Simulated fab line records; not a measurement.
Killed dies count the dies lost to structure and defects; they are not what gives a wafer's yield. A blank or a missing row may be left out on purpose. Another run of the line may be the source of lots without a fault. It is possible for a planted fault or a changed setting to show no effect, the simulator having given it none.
A single fault, viewed from 2 desks | flow rit-cmos | each desk has only its own numbers; what lay behind them comes last

AT THE TOOL OWNER'S DESK: rie-diel-03
The tool's own readings at RIT_ACTIVE_ETCH_13 (etches Si3N4 in SF6, stops on SiO2, time 210 s, target depth 210 nm): means of the sampled wafers that have a number, for each lot that ran on this tool. Any lot whose mean is over 4 standard deviations away from the usual mean is out of limits and marked OUT; that distance is given in the brackets.
Columns: A = drypump-motor-current-A at RIT_ACTIVE_ETCH_13, usual 5.5 A; B = oes-product-au at RIT_ACTIVE_ETCH_13, usual 0.823 a.u.; C = rf-fwd-power-W at RIT_ACTIVE_ETCH_13, usual 124.5 W; D = throttle-valve-pct at RIT_ACTIVE_ETCH_13, usual 7.50 %
lot  | first seen here | A   | B     | C               | D
L639 | day 2 23:31     | 6.0 | 0.842 | 124.4           | 7.55
L644 | day 3 22:16     | 5.6 | 0.837 | 130.9 (+18) OUT | 7.52
L646 | day 4 08:03     | 5.3 | 0.827 | 138.1 (+39) OUT | 7.61
L648 | day 4 18:13     | 5.5 | 0.834 | 131.1 (+19) OUT | 7.56
This desk's verdict: out of limits on L644, L646, L648, starting with L644 at day 3 22:16 (rf-fwd-power-W at RIT_ACTIVE_ETCH_13). In limits: L639.

METROLOGY DESK
Means of the sampled wafers that have a number, per lot and without regard to the tool the lot ran on: this is what the gauges read. Any lot whose mean is over 4 standard deviations away from the usual mean is out of limits and marked OUT; that distance is given in the brackets.
Columns: A = ACTIVE_OXIDE_THK at RIT_ACTIVE_THK_MEAS_02, usual 46.3 nm; B = ACTIVE_NITRIDE_THK at RIT_ACTIVE_THK_MEAS_04, usual 150.6 nm; C = cd-nm at RIT_ACTIVE_CD_MEAS_11, usual 1399.7 nm; D = cd-nm at RIT_ACTIVE_CD_MEAS_90, usual 1399.7 nm; E = FOX1_OXIDE_THK at RIT_FOX1_THK_MEAS_01, usual 351 nm; F = FOX2_OXIDE_THK at RIT_FOX2_THK_MEAS_01, usual 341 nm; G = FIELD_OXIDE_LEFT_1_THK at RIT_FOX2_THK_MEAS_90, usual 314 nm
lot  | first seen here | A    | B     | C      | D      | E   | F   | G
L639 | day 2 20:37     | 45.8 | 152.4 | 1399.7 | 1399.7 | 358 | 329 | 302
L641 | day 3 05:41     | 45.1 | 148.0 | 1402.4 | 1402.0 | 346 | 345 | 318
L644 | day 3 19:28     | 46.1 | 153.8 | 1397.7 | 1397.4 | 348 | 339 | 311
L646 | day 4 05:10     | 45.8 | 150.9 | 1401.5 | 1401.2 | 353 | 346 | 319
L648 | day 4 15:03     | 46.7 | 150.8 | 1399.2 | 1399.1 | 352 | 337 | 310
L651 | day 5 06:47     | 47.0 | 148.9 | 1400.2 | 1400.0 | 359 | 356 | 328
L653 | day 5 17:14     | 46.2 | 150.9 | 1401.4 | 1401.2 | 354 | 342 | 314
Result from this desk: across the 7 lots, nothing is out of limits.

PUT TOGETHER
An alarm could have come from the tool owner's desk at day 3 22:16, on L644, L646, L648.
The metrology desk saw nothing out of limits.
The metrology desk has L644, L646, L648 on record, within its limits.
All the named lots went through RIT_ACTIVE_ETCH_13 on rie-diel-03.

WHAT THE SIMULATOR PUT IN
rie-diel-03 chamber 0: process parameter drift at RIT_ACTIVE_ETCH_13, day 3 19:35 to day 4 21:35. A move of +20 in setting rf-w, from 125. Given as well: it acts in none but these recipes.
Lots struck among those shown: L644, L646, L648.
Each desk's first reading out of limits, in hours after the fault started: the tool owner's desk, 3.
